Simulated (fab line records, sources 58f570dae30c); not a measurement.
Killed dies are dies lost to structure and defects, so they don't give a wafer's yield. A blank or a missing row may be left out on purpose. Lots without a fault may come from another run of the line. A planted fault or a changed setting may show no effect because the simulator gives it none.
Which tool did it? | flow berkeley_cmos170 | 15 lots, 45 wafers sampled, at 4 steps of a route of 331

WHAT THE GAUGES READ, wafer by wafer
UCB170_PWELL_THK_MEAS_06. Usual: PWELL_NITRIDE_THK 220.6 nm, standard deviation 2.2.
lot  | measured    | on            | PWELL_NITRIDE_THK (nm) | flag
L223 | day 2 15:55 | film_metro-02 | 217.3 217.4 217.7      |
L225 | day 3 13:53 | film_metro-02 | 218.1 219.2 217.1      |
L226 | day 3 17:36 | film_metro-03 | 221.5 220.7 219.3      |
L227 | day 3 17:37 | film_metro-02 | 219.6 219.7 218.7      |
L228 | day 4 04:44 | film_metro-03 | 222.6 221.2 222.7      |
L230 | day 4 16:38 | film_metro-03 | 220.5 222.8 223.7      |
L232 | day 5 00:01 | film_metro-03 | 220.6 218.5 219.0      |
L233 | day 5 19:35 | film_metro-03 | 222.5 222.1 223.1      |
L235 | day 6 00:01 | film_metro-03 | 219.5 219.0 218.8      |
L236 | day 6 00:04 | film_metro-03 | 217.3 217.5 217.7      |
L237 | day 6 10:05 | film_metro-02 | 222.7 222.5 221.4      |
L238 | day 6 13:23 | film_metro-04 | 437.5 437.5 440.6      | OFF
L241 | day 7 03:14 | film_metro-04 | 223.1 222.5 223.3      |
L244 | day 7 10:55 | film_metro-02 | 445.5 444.9 442.8      | OFF
L246 | day 8 01:44 | film_metro-03 | 446.3 444.2 444.5      | OFF

UCB170_V1_CD_MEAS_90: target cd 700 nm. Usual: cd_nm 700.1 nm, standard deviation 1.5.
lot  | measured     | on        | cd_nm (nm)        | flag
L223 | day 7 22:15  | cd_sem-02 | 698.8 698.1 697.8 |
L225 | day 8 06:40  | cd_sem-02 | 700.0 699.4 700.8 |
L226 | day 8 07:37  | cd_sem-02 | 701.1 701.8 701.1 |
L227 | day 8 07:45  | cd_sem-02 | 698.9 698.0 698.6 |
L228 | day 9 05:31  | cd_sem-02 | 699.6 699.8 698.6 |
L230 | day 9 13:30  | cd_sem-02 | 700.1 701.5 699.5 |
L232 | day 9 14:40  | cd_sem-01 | 699.1 699.5 698.9 |
L233 | day 10 10:35 | cd_sem-02 | 700.1 700.1 698.2 |
L235 | day 10 09:14 | cd_sem-02 | 701.4 701.3 702.3 |
L236 | day 10 10:50 | cd_sem-02 | 699.3 699.4 699.2 |
L237 | day 11 11:21 | cd_sem-01 | 701.4 704.1 704.0 |
L241 | day 11 17:17 | cd_sem-01 | 700.8 698.9 700.0 |

WHICH TOOL RAN EACH LOT (tool, then ch and the chambers of the sampled wafers, then the start)
lot  | UCB170_PWELL_CVD_05                                       | UCB170_PWELL_ETCH_14
L223 | lpcvd-02 ch 0, day 2 13:59                                | rie_diel-04 ch 0,1,3, day 2 17:25
L225 | lpcvd-01 ch 1, day 3 11:57                                | rie_diel-04 ch 0,2, day 3 14:57
L226 | lpcvd-01 ch 0, day 3 15:41                                | rie_diel-04 ch 0,1,3, day 3 18:41
L227 | lpcvd-01 ch 0, day 3 15:41                                | rie_diel-02 ch 0,1, day 3 18:57
L228 | lpcvd-02 ch 1, day 4 02:48                                | rie_diel-02 ch 0,1, day 4 05:39
L230 | lpcvd-01 ch 0, day 4 14:39                                | rie_diel-02 ch 0,1,3, day 4 17:50
L232 | lpcvd-01 ch 0, day 4 22:05                                | rie_diel-04 ch 0,1,3, day 5 01:04
L233 | lpcvd-02 ch 1, day 5 16:43                                | rie_diel-02 ch 1,2, day 5 20:43
L235 | lpcvd-02 ch 1, day 5 21:08                                | rie_diel-04 ch 1,2,3, day 6 01:06
L236 | lpcvd-02 ch 0, day 5 21:08                                | rie_diel-01 ch 0,1,3, day 6 01:22
L237 | lpcvd-01 ch 0, day 6 08:10                                | rie_diel-04 ch 0,1,3, day 6 12:28
L238 | lpcvd-01 ch 0, day 6 08:10 and lpcvd-02 ch 0, day 6 11:29 | rie_diel-02 ch 0,2, day 6 14:36
L241 | lpcvd-02 ch 1, day 7 01:19                                | rie_diel-02 ch 2,3, day 7 04:45
L244 | lpcvd-02 ch 0, day 7 06:53                                | rie_diel-04 ch 0,1,2, day 7 11:57
L246 | lpcvd-01 ch 1, day 7 19:58                                | rie_diel-01 ch 0,1,3, day 8 02:53
- UCB170_PWELL_CVD_05: deposits Si3N4 from SiH2Cl2/NH3, target thk 220 nm, time 3300 s.
- UCB170_PWELL_ETCH_14: etches Si3N4 in CH3F/Ar/O2, stops on SiO2, target depth 242 nm, time 151 s.

WHAT THE TOOLS THEMSELVES READ (means of the sampled wafers that have a number; where no wafer has one, the mark that the record gives instead)
UCB170_PWELL_ETCH_14. Usual: drypump_motor_current_A 5.6 A, standard deviation 0.54; oes_product_au 0.939 a.u., standard deviation 0.014; throttle_valve_pct 8.03 %, standard deviation 0.13.
lot  | tool        | drypump_motor_current_A (A) | oes_product_au (a.u.) | throttle_valve_pct (%) | flag
L223 | rie_diel-04 | 5.7                         | 0.931                 | 8.08                   |
L225 | rie_diel-04 | 6.3                         | 0.936                 | 8.06                   |
L226 | rie_diel-04 | 5.7                         | 0.943                 | 8.08                   |
L227 | rie_diel-02 | 5.1                         | 0.952                 | 8.05                   |
L228 | rie_diel-02 | 5.1                         | 0.961                 | 8.06                   |
L230 | rie_diel-02 | 5.5                         | 0.950                 | 8.13                   |
L232 | rie_diel-04 | 5.7                         | 0.937                 | 8.09                   |
L233 | rie_diel-02 | 5.6                         | 0.948                 | 7.91                   |
L235 | rie_diel-04 | 5.4                         | 0.928                 | 8.00                   |
L236 | rie_diel-01 | 5.5                         | 0.930                 | 7.96                   |
L237 | rie_diel-04 | 5.7                         | 0.945                 | 8.09                   |
L238 | rie_diel-02 | 5.3                         | 0.998                 | 7.90                   | OFF
L241 | rie_diel-02 | 5.6                         | 0.941                 | 7.95                   |
L244 | rie_diel-04 | 5.8                         | 0.989                 | 8.03                   | OFF
L246 | rie_diel-01 | 5.5                         | 0.986                 | 7.96                   | OFF

THE ANSWER, worked out from the rows above alone
Rule: a lot is off if the mean of its wafers that have a number lies more than 3 standard deviations from the usual mean. A lot without any number at a reading at which 4 lots or more have one is off too. The other lots that the step has rows for count as sound. The gauges are gone through in route order, then the tools' own readings, and for those a lot's mean is taken as printed above. The first step at which some lot is off is used, and at that step the reading that is off furthest; a lot without a number counts as furthest.
Off: L238, L244, L246, at UCB170_PWELL_THK_MEAS_06 (PWELL_NITRIDE_THK).
A tool fits if, at a process step before that reading, it ran every lot that is off, and no sound lot after the first of them. The gauges at UCB170_PWELL_THK_MEAS_06 aren't tried: what is off there is off at UCB170_PWELL_ETCH_14 too, on other tools, and a gauge's error can't cause that. None of those tried fits.

WHAT THE SIMULATOR HAD PUT IN
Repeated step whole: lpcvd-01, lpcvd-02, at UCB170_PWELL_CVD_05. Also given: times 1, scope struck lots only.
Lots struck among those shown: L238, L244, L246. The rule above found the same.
